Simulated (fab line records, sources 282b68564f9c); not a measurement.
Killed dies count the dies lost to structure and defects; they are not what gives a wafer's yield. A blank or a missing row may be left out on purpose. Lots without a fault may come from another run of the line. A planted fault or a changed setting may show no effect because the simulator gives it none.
Problem report in the 8D (eight disciplines) form, filled by code    flow ritCmos    the parts of the form that need people (team, actions taken, sign-off) are left out

1. WHAT WENT WRONG
Mean of runLengthS at RIT_SPACER_ETCHBACK_05: 364.0 s across 6 wafers in 2 lots; on wafers with no fault it is 268.2 s (standard deviation 0.4). That is +99 or more standard deviations from the usual mean.
The step: etches Si3N4 in SF6/CHF3, stops on SiO2, target depth 250 nm, time 240 s.
The first sign was on wafer L719.2 at day 5 20:34, on rieDiel-02. The record has a number at this step for 18 wafers belonging to 6 lots. Rule for "out" (also "out of limits"): further than 4 standard deviations from the usual mean. All remaining wafers that have a number are taken as sound.

2. WHAT IT IS, WHAT IT ISN'T
question                     is                        is not
which readings at this step  runLengthS, oesProductAu  drypumpMotorCurrentA, throttleValvePct
which lots                   L719, L722                L708, L718, L726, L728
which wafers of those lots   all that have a number    -
read on which tools          rieDiel-02                rieDiel-03, rieDiel-04
when                         from day 5 20:34          up to then (6 sound wafers); but 6 sound wafers of L726, L728 came after

3. WHAT RULES OUT EACH SUSPECT
Counting: a tool stays on the suspect list if, at a process step up to the reading, it processed all lots that are out and no sound lot following the first of them.
- plasmaAsher-04 at RIT_PLDD_STRIP_09 (strips in O2, time 180 s): ruled out as a lasting fault. Sound lots L726 ran on it after its first lot that is out, L719 (day 5 17:59).
- rieDiel-02 at RIT_SPACER_ETCHBACK_05 (etches Si3N4 in SF6/CHF3, stops on SiO2, target depth 250 nm, time 240 s): kept. All lots that are out passed through it, beginning with L719 at day 5 20:34, and no sound lot followed; its final sound lot before that point was L718 at day 5 11:28. Its own oesProductAu, runLengthS readings are out on those wafers.
The count leaves rieDiel-02 at RIT_SPACER_ETCHBACK_05.

4. THE CAUSE (what the simulator had put in)
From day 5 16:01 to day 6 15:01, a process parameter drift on rieDiel-02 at RIT_SPACER_ETCHBACK_05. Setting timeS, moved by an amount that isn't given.
Counting left only this tool.

5. THE CHAIN OF EFFECTS, in route order
Rows list readings where the struck wafers' mean (over those with a number) sits beyond 3 standard deviations from the usual. Readings are gone through only where the record gives a usual standard deviation; hours: the median, over the lots, of the time from a lot's start at the first step in this table giving one to that lot's start at this step; sigmas: the change measured in usual standard deviations.
hours  step                    reading       usual       on struck wafers  change  sigmas
0      RIT_SPACER_ETCHBACK_05  oesProductAu  0.843 a.u.  0.669             -0.174  -13
0      RIT_SPACER_ETCHBACK_05  runLengthS    268.2 s     364.0             +95.8   +99 or more
It contains these process steps:
- RIT_SPACER_ETCHBACK_05: etches Si3N4 in SF6/CHF3, stops on SiO2, target depth 250 nm, time 240 s.
At these later measuring or inspecting steps, every struck wafer for which the step has a row has a number for every such reading, and none has moved that far: RIT_NSD_OVL_MEAS_06, RIT_NSD_TW_MEAS_10, RIT_PSD_OVL_MEAS_06, RIT_PSD_TW_MEAS_10, RIT_SDANNEAL_RS_MEAS_04, RIT_SDANNEAL_RS_MEAS_05, RIT_SDANNEAL_RS_MEAS_06.

6. HOW IT WOULD HAVE BEEN CAUGHT EARLIER
First out-of-limits reading in this record: day 5 20:34, which is 5 hours after fault onset at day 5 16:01.
